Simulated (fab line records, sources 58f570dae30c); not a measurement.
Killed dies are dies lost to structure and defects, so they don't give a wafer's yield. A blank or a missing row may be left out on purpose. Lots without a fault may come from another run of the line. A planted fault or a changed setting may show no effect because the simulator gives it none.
A struck lot beside a sound one | flow berkeley_cmos170 | 17 steps out of a route of 331
Sound: wafers L832.1, L832.3, L832.4. Struck: wafers L841.1, L841.3, L841.5. The cause comes at the end.
At each step with rows: each side's tool, then ch and its chambers, then its first start. Under that, the readings that differ: sound wafers | struck wafers | difference of the means | sigmas: that difference in standard deviations of wafers without a fault.
alike: readings whose means differ by less than 2 such deviations, and words and numbers that are the same on both sides. not compared: withheld readings, readings that some wafer has no value for, bounds like >300 that may hide the same value, and numbers for which the record gives no deviation and whose values overlap.
The two part at a step that has a row with sigmas, a row that says differs or no value, or rows on one side only. Numbers that don't overlap but have no deviation are shown without sigmas and don't part them. A reading that every wafer of one side lacks parts them only if that side has two wafers or more.

first, 1 step without rows for these wafers: UCB170_NLDD_IMPLANT_09.
UCB170_NLDD_STRIP_10: strips in O2.
  sound on plasma_asher-02 ch 0,1, day 7 11:31; struck on plasma_asher-01 ch 0,1, day 9 18:49
  reading               | sound             | struck            | difference | sigmas
  oes_product_au (a.u.) | 0.739 0.731 0.744 | 0.725 0.727 0.730 | -0.011     | -2
  alike: drypump_motor_current_A, strip_time_to_endpoint_s
  not compared: rf_hours_counter_h
UCB170_NLDD_TW_MEAS_11:
  sound on film_metro-02, day 7 11:37; struck on film_metro-04, day 9 18:55
  alike: NLDD_TW
then, 1 step without rows for these wafers: UCB170_NLDD_CLEAN_12 (cleans in SPM, time 600 s).
UCB170_SPACER_CVD_00: deposits SiO2 from TEOS/O2, target thk 376 nm, time 47 s.
  sound on pecvd-01 ch 1,2, day 7 11:51; struck on pecvd-01 ch 0,1,2, day 9 19:26
  alike: heater_power_w
  not compared: since_wet_clean_h
UCB170_SPACER_THK_MEAS_01:
  sound on film_metro-03, day 7 11:53; struck on film_metro-01, day 9 19:28
  alike: SPACER_TEOS_THK
then, 1 step without rows for these wafers: UCB170_SPACER_ANNEAL_02 (time 1800 s).
UCB170_SPACER_ETCHBACK_03: etches SiO2 in CHF3/CF4/Ar, stops on Si, target depth 376 nm, time 100 s.
  sound on rie_diel-04 ch 0,1,3, day 7 16:53; struck on rie_diel-03 ch 1,3, day 9 23:47
  alike: drypump_motor_current_A, oes_product_au, throttle_valve_pct
  not compared: rf_hours_counter_h
then, 4 steps without rows for these wafers: UCB170_PSD_HMDS_00 (prime time 60 s); UCB170_PSD_COAT_01 (resist thk 900 nm); UCB170_PSD_SOFTBAKE_02 (time 60 s); UCB170_PSD_EXPOSE_03 (exposes mask PSELECT MOD, target cd 1200 nm).
UCB170_PSD_PEB_04:
  sound on litho_track-03 ch 0, day 7 18:07; struck on litho_track-04 ch 0, day 10 01:01
  reading                  | sound                | struck               | difference | sigmas
  heater_power_total_W (W) | 56.86 56.84 56.83    | 54.98 55.03 55.11    | -1.80      | -39
  plate_temp_C (C)         | 129.69 129.74 129.87 | 126.88 126.83 126.71 | -2.96      | -25
  alike: chill_plate_temp_C, exhaust_pa
then, 1 step without rows for these wafers: UCB170_PSD_DEVELOP_05 (develop time 45 s).
UCB170_PSD_CD_MEAS_06: target cd 1200 nm.
  sound on cd_sem-02, day 7 18:24; struck on cd_sem-02, day 10 01:17
  reading    | sound                | struck               | difference | sigmas
  cd_nm (nm) | 1197.7 1197.3 1196.8 | 1177.3 1177.6 1177.8 | -19.7      | -14
UCB170_PSD_OVL_MEAS_07:
  sound on overlay-01, day 7 18:31; struck on overlay-01, day 10 01:24
  alike: PSD_OVL
UCB170_M3_PROBE_99:
  the record has rows for the sound wafers here (prober-02, day 8 22:15) and none for the struck ones

WHERE THEY PART
First at UCB170_NLDD_STRIP_10; last, within this record, at UCB170_M3_PROBE_99.

WHY: what the simulator had put in
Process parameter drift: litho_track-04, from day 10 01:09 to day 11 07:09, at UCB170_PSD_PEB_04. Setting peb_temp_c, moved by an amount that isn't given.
